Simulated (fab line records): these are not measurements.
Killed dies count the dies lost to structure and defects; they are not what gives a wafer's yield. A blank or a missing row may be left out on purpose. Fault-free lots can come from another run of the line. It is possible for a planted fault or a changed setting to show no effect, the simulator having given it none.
Chamber matching | flow berkeleyCmos170 | 4 sister chambers for UCB170_V2_ETCH_14 on rieDiel-01
The step etches SiO2 in CHF3/CF4/Ar, stops on Al, target depth 1250 nm, time 291 s. 14 wafers are shown with their chamber, then 7 later ones without.

== WAFERS WITH THEIR CHAMBER ==
wafer  | chamber | throttleValvePct (%) | oesProductAu (a.u.)
L682.1 | 2       | 7.17                 | 0.876
L682.2 | 3       | 6.86                 | 0.859
L682.3 | 0       | 6.98                 | 0.905
L684.3 | 0       | 6.97                 | 0.897
L684.5 | 3       | 6.87                 | 0.855
L684.6 | 2       | 7.20                 | 0.882
L685.1 | 1       | 7.08                 | 0.896
L685.3 | 3       | 6.84                 | 0.859
L685.6 | 3       | 6.86                 | 0.862
L686.1 | 1       | 7.09                 | 0.883
L686.3 | 2       | 7.19                 | 0.877
L686.4 | 3       | 6.87                 | 0.864
L691.3 | 2       | 7.18                 | 0.875
L691.4 | 3       | 6.86                 | 0.860

SIGNATURES (averages over the wafers above)
reading          | chamber 0 | chamber 1 | chamber 2 | chamber 3 | scatter within a chamber
throttleValvePct | 6.9750    | 7.0850    | 7.1850    | 6.8600    | 0.011
oesProductAu     | 0.90100   | 0.88950   | 0.87750   | 0.85983   | 0.00439
Rule: for each reading, subtract the chamber's mean from the wafer's reading, divide by that reading's scatter and square the result; add these up over the readings and take the root, which gives the wafer's distance from the chamber. If the next closest chamber is less than 2 further off than the closest, the wafer can't be placed; otherwise it belongs to the closest. The scatter: the root of (the sum of the squares of (reading less its chamber's mean) over the shown wafers, divided by (wafers less chambers)).

== WAFERS WITHOUT THEIR CHAMBER ==
wafer  | throttleValvePct (%) | oesProductAu (a.u.)
L691.5 | 6.97                 | 0.899
L697.3 | 6.99                 | 0.905
L697.4 | 7.10                 | 0.883
L697.5 | 6.97                 | 0.903
L698.2 | 6.97                 | 0.905
L698.3 | 6.88                 | 0.856
L698.5 | 7.17                 | 0.876

== THE CHAMBER EACH PASSED THROUGH ==
wafer  | from the rows above | in truth
L691.5 | 0                   | 0
L697.3 | 0                   | 0
L697.4 | 1                   | 1
L697.5 | 0                   | 0
L698.2 | 0                   | 0
L698.3 | 3                   | 3
L698.5 | 2                   | 2
Placed correctly: 7 of 7. Number that these rows cannot place: 0. 0 placed wrongly.
